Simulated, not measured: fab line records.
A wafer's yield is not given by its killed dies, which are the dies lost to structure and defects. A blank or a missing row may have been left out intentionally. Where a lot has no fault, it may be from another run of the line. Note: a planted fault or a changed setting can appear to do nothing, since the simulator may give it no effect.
A struck lot beside a sound one :: flow rit-cmos :: 15 out of 202 route steps
Sound: wafers L992.1, L992.3, L992.5. Wafers L993.1, L993.5, L993.6 were the ones struck. At the end, the cause is stated.
Per side, at each step with rows, come the tool, then ch with its chambers, and then its first start. Under that, the readings that differ: sound wafers :: struck wafers :: difference of the means :: sigmas: that difference in standard deviations of wafers without a fault.
alike: readings with means less than 2 such deviations apart, plus words and numbers identical on both sides. not compared: withheld readings, readings lacking a value on some wafer, bounds such as >300 that could conceal the same value, and numbers that have no deviation in the record and whose values overlap.
Wherever a step has rows on one side only, a row that says differs or no value, or a row with sigmas, the two part there. Numbers that have no deviation but don't overlap get no sigmas and don't part them. A reading that every wafer of one side lacks parts them only if that side has two wafers or more.

RIT_NSD_OVL_MEAS_06:
  sound on overlay-01 at day 4 16:26; struck on overlay-02 at day 4 22:53
  alike: NSD_OVL
then, 2 steps without rows for these wafers: RIT_NSD_HARDBAKE_07 (time 60 s); RIT_NSD_IMPLANT_08.
RIT_NSD_STRIP_09: strips in O2, time 180 s.
  sound on plasma-asher-01 ch 1, day 4 16:46; struck on plasma-asher-03 ch 0,1, day 4 23:14
  alike: chamber-pressure-mTorr, drypump-motor-current-A, o2-flow-sccm
  not compared: rf-hours-counter-h
RIT_NSD_TW_MEAS_10:
  sound on film-metro-04 at day 4 16:57; struck on film-metro-04 at day 4 23:24
  alike: NSD_TW
then, 6 steps without rows for these wafers: RIT_PSD_HMDS_00 (prime time 60 s); RIT_PSD_COAT_01 (resist thk 1000 nm); RIT_PSD_SOFTBAKE_02 (time 60 s); RIT_PSD_EXPOSE_03 (exposes mask M10, target cd 40900 nm); RIT_PSD_PEB_04; RIT_PSD_DEVELOP_05 (develop time 50 s).
RIT_PSD_OVL_MEAS_06:
  sound on overlay-01 at day 4 17:52; struck on overlay-01 at day 5 00:27
  alike: PSD_OVL
RIT_PSD_HARDBAKE_07: time 60 s.
  sound on litho-track-04 ch 0, day 4 17:54; struck on litho-track-04 ch 0, day 5 00:29
reading: heater-power-total-W (W)
sound: 62.46 62.50 62.57
struck: 60.37 60.38 60.41
difference: -2.12
sigmas: -42

reading: plate-temp-C (C)
sound: 139.98 140.02 140.05
struck: 136.44 136.17 136.25
difference: -3.73
sigmas: -31

reading: model.NOVOLAK_of_PSD_COAT_01.thk-nm (nm)
sound: 880.9 884.2 880
struck: 891.2 891 889.6
difference: +8.9
sigmas: 
next, for these wafers, 1 step has no rows: RIT_PSD_IMPLANT_08.
RIT_M1_PROBE_99:
  sound on prober-01 at day 5 03:39; struck on prober-02 at day 5 09:52
reading: killed_at_M0_to_M3
sound: 1 0 0
struck: 0 0 0
difference: +0
sigmas: -2
  alike: killed-at-contacts, killed-at-front-end, killed-dies, killed-open, killed-short

== WHERE THEY PART ==
Last at RIT_M1_PROBE_99 as far as this record goes, first at RIT_PSD_HARDBAKE_07.

WHY: what the simulator had put in
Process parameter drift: litho-track-04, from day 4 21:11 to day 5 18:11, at RIT_PSD_HARDBAKE_07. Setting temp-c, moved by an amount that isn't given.
